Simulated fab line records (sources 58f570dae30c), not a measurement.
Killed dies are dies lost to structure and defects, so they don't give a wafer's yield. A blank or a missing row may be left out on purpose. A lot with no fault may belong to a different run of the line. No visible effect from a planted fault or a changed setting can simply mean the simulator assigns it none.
What tool caused it?    flow berkeley-cmos170    14 lots with 42 wafers sampled at 4 steps, on a route of 331 steps

## WHAT THE GAUGES READ, wafer by wafer
UCB170_PWELL_TW_MEAS_17.
lot   measured     on             PWELL_TW
L747  day 2 21:53  film-metro-02  378 377 377
L748  day 3 03:11  film-metro-02  377 376 376
L749  day 3 06:08  film-metro-04  382 385 384
L750  day 3 22:34  film-metro-03  378 378 379
L752  day 4 03:26  film-metro-03  379 382 381
L754  day 4 07:52  film-metro-03  379 379 380
L757  day 5 04:14  film-metro-04  382 384 384
L758  day 5 04:28  film-metro-02  375 375 377
L756  day 5 04:42  film-metro-03  381 381 379
L759  day 5 11:52  film-metro-02  374 375 377
L763  day 6 10:09  film-metro-04  387 386 385
L765  day 6 20:25  film-metro-03  380 380 381
L767  day 7 06:47  film-metro-04  388 388 386
L770  day 7 22:15  film-metro-02  377 377 376

UCB170_PVT_OVL_MEAS_06.
lot   measured      on          PVT_OVL (nm)
L747  day 5 13:38   overlay-02  2 -9 -2
L748  day 5 20:16   overlay-02  0 0 4
L749  day 5 20:32   overlay-01  -5 -1 -9
L750  day 6 06:02   overlay-02  7 2 6
L752  day 6 22:03   overlay-01  7 -4 4
L754  day 7 04:41   overlay-01  -3 -9 -1
L757  day 8 04:41   overlay-01  5 5 3
L758  day 7 11:32   overlay-02  -1 -4 0
L756  day 7 11:48   overlay-01  -2 -3 -3
L759  day 8 04:09   overlay-01  -5 -5 -2
L763  day 9 03:08   overlay-01  2 2 -2
L765  day 9 14:08   overlay-01  4 -2 6
L767  day 10 00:22  overlay-02  -12 -9 -2
L770  day 10 11:03  overlay-01  13 3 8

## TOOL THAT RAN EACH LOT (tool first, then ch and the chambers of the sampled wafers, then the start)
lot   UCB170_PWELL_ETCH_14               UCB170_NVT_IMPLANT_07
L747  rie-diel-02 ch 1,2, day 2 21:31    implanter-04 ch 0, day 5 11:15
L748  rie-diel-01 ch 0,2, day 3 02:49    implanter-04 ch 0, day 5 18:46
L749  rie-diel-01 ch 2,3, day 3 05:46    implanter-01 ch 0, day 5 19:03
L750  rie-diel-04 ch 1,2,3, day 3 22:13  implanter-01 ch 0, day 6 04:14
L752  rie-diel-02 ch 0,2,3, day 4 03:05  implanter-04 ch 0, day 6 20:14
L754  rie-diel-04 ch 2,3, day 4 07:30    implanter-04 ch 0, day 7 02:53
L757  rie-diel-02 ch 0,1,3, day 5 03:52  implanter-04 ch 0, day 8 01:43
L758  rie-diel-01 ch 1,2, day 5 04:07    implanter-01 ch 0, day 7 08:58
L756  rie-diel-02 ch 0,3, day 5 04:21    implanter-01 ch 0, day 7 09:41
L759  rie-diel-01 ch 0,1, day 5 11:30    implanter-01 ch 0, day 8 01:26
L763  rie-diel-04 ch 1,2, day 6 09:46    implanter-01 ch 0, day 9 01:00
L765  rie-diel-02 ch 2,3, day 6 20:01    implanter-01 ch 0, day 9 12:35
L767  rie-diel-04 ch 0,2,3, day 7 06:26  implanter-04 ch 0, day 9 22:42
L770  rie-diel-01 ch 0,1, day 7 21:54    implanter-04 ch 0, day 10 09:05
- UCB170_PWELL_ETCH_14: etches Si3N4 in CH3F/Ar/O2, stops on SiO2, target depth 242 nm, time 151 s.
- UCB170_NVT_IMPLANT_07

## AS READ BY THE TOOLS THEMSELVES (means over the sampled wafers that have a number; for cases with no such wafer, the mark the record gives instead)
UCB170_PWELL_ETCH_14.
lot   tool         drypump-motor-current-A (A)  oes-product-au (a.u.)  throttle-valve-pct (%)
L747  rie-diel-02  5.3                          0.958                  7.97
L748  rie-diel-01  5.6                          0.939                  8.08
L749  rie-diel-01  5.6                          0.945                  8.06
L750  rie-diel-04  5.7                          0.951                  8.11
L752  rie-diel-02  5.8                          0.954                  8.09
L754  rie-diel-04  5.7                          0.937                  8.15
L757  rie-diel-02  5.9                          0.942                  8.10
L758  rie-diel-01  5.7                          0.948                  7.85
L756  rie-diel-02  6.2                          0.934                  8.09
L759  rie-diel-01  5.4                          0.957                  7.93
L763  rie-diel-04  5.7                          0.948                  8.07
L765  rie-diel-02  5.6                          0.947                  8.25
L767  rie-diel-04  5.9                          0.946                  8.13
L770  rie-diel-01  5.5                          0.954                  7.81

UCB170_NVT_IMPLANT_07.
lot   tool          dose-ions-cm2  faraday-current-uA
L747  implanter-04  3e+12          9.55
L748  implanter-04  3e+12          9.57
L749  implanter-01  3e+12          9.43
L750  implanter-01  3e+12          9.61
L752  implanter-04  3e+12          9.56
L754  implanter-04  3e+12          9.62
L757  implanter-04  3e+12          9.37
L758  implanter-01  3e+12          9.43
L756  implanter-01  3e+12          9.43
L759  implanter-01  3e+12          9.59
L763  implanter-01  3e+12          9.52
L765  implanter-01  3e+12          9.42
L767  implanter-04  3e+12          9.90
L770  implanter-04  3e+12          10.06

## THE ANSWER, worked out from the rows above alone
Rule: what is usual is taken from the lots themselves. The widest of any qualifying gaps counts: lots, ordered by their means at a reading, are off when they make up no more than a third of the lots, leave a main group of 4 or more, and stand apart from it by 3 or more times the standard deviation of that group's means. The tables above print the reading to a certain number of digits; a main group whose means all agree to those digits is not used. Also off: a lot with no number at a reading for which 4 or more lots have one. Any other lot the step has rows for is counted as sound. After the gauges, taken in route order, come the tools' own readings; for these a lot's mean is taken, as printed above. At the first step where some lot is off, the reading lying furthest off is the one used; lots without a number count as furthest.
Off: L767, L770 (UCB170_NVT_IMPLANT_07, faraday-current-uA). Main group: mean 9.51, sd 0.083.
A tool fits if, at that step or a process step before it, it ran every lot that is off, and no sound lot after the first of them. One candidate fits, namely implanter-04 at UCB170_NVT_IMPLANT_07. Its last sound lot is L757 (day 8 01:43), its first lot that is off L767 (day 9 22:42): a fault that began between those two fits.
The tool's own readings at UCB170_NVT_IMPLANT_07 bear it out: on the lots that are off they differ by more than 5 times the standard deviation of the sound lots' means. faraday-current-uA reads 9.98 there against 9.51 on the sound lots.

## WHAT THE SIMULATOR PUT IN
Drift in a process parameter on implanter-04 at UCB170_NVT_IMPLANT_07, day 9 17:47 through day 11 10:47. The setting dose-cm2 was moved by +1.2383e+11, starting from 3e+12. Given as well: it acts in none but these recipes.
Struck lots among those shown: L767, L770. This agrees with what the rule above found.
